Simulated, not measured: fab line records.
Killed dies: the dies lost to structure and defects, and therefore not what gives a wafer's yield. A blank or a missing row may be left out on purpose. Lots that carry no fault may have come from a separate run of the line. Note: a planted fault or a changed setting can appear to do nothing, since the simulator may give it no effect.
The same fault as seen by 2 desks ; flow berkeley cmos170 ; what lay behind the numbers comes last; until then each desk has only its own

== FROM THE METROLOGY DESK ==
What the gauges read, lot by lot, whatever tool the lot ran on: means of the sampled wafers that have a number. The brackets show how far a lot's mean lies from the usual mean; more than 4 standard deviations puts the lot out of limits, marked OUT.
Columns: A = ACTIVE_OXIDE_THK at UCB170_ACTIVE_THK_MEAS_03, usual 26.5 nm; B = V2_BOW at UCB170_V2_BOW_MEAS_03, usual 35 um; C = cd nm at UCB170_M3_CD_MEAS_15, usual 699.9 nm
lot;first seen here;A;B;C
L775;day 3 21:21;26.2;37;698.7
L776;day 3 21:22;25.8;35;703.2
L777;day 4 04:24;26.6;38;699.7
L778;day 4 12:34;27.4;43;700.0
L779;day 4 17:45;26.5;37;699.4
L781;day 5 09:47;26.0;45;700.2
L783;day 5 14:30;26.4;43;701.4
L789;day 6 17:14;26.4;29;700.5
L790;day 6 21:16;26.3;35;700.6
L791;day 7 03:15;26.5;43;700.8
L794;day 7 22:23;26.4;33;701.5
L793;day 7 22:28;27.0;30;699.1
L796;day 8 08:19;26.8;31;699.3
L798;day 8 20:05;26.2;33;698.7
This desk's finding: nothing out of limits on any of the 14 lots.

== TOOL OWNER'S DESK, rie metal-04 ==
The tool's own readings at UCB170_M3_METAL_ETCH_18 (etches Al in Cl2/BCl3, stops on SiO2, target depth 1170 nm, time 195 s): means of the sampled wafers that have a number, for each lot that ran on this tool. The brackets show how far a lot's mean lies from the usual mean; more than 4 standard deviations puts the lot out of limits, marked OUT.
Columns: A = drypump motor current A at UCB170_M3_METAL_ETCH_18, usual 5.9 A; B = oes product au at UCB170_M3_METAL_ETCH_18, usual 0.866 a.u.; C = throttle valve pct at UCB170_M3_METAL_ETCH_18, usual 24.47 %
lot;first seen here;A;B;C
L776;day 7 17:08;6.4;0.872;24.62
L777;day 8 10:32;6.4;0.862;24.72
L779;day 8 21:18;6.3;0.872;24.72
L781;day 10 05:50;6.5;0.863;24.62
L789;day 11 04:07;6.3;0.877;24.80
L790;day 11 05:50;6.3;0.864;24.71
This desk's finding: nothing out of limits on any of the 6 lots.

== PUT TOGETHER ==
The metrology desk saw nothing out of limits.
The desk of the tool owner found nothing out of limits.

== WHAT HAD BEEN PUT IN BY THE SIMULATOR ==
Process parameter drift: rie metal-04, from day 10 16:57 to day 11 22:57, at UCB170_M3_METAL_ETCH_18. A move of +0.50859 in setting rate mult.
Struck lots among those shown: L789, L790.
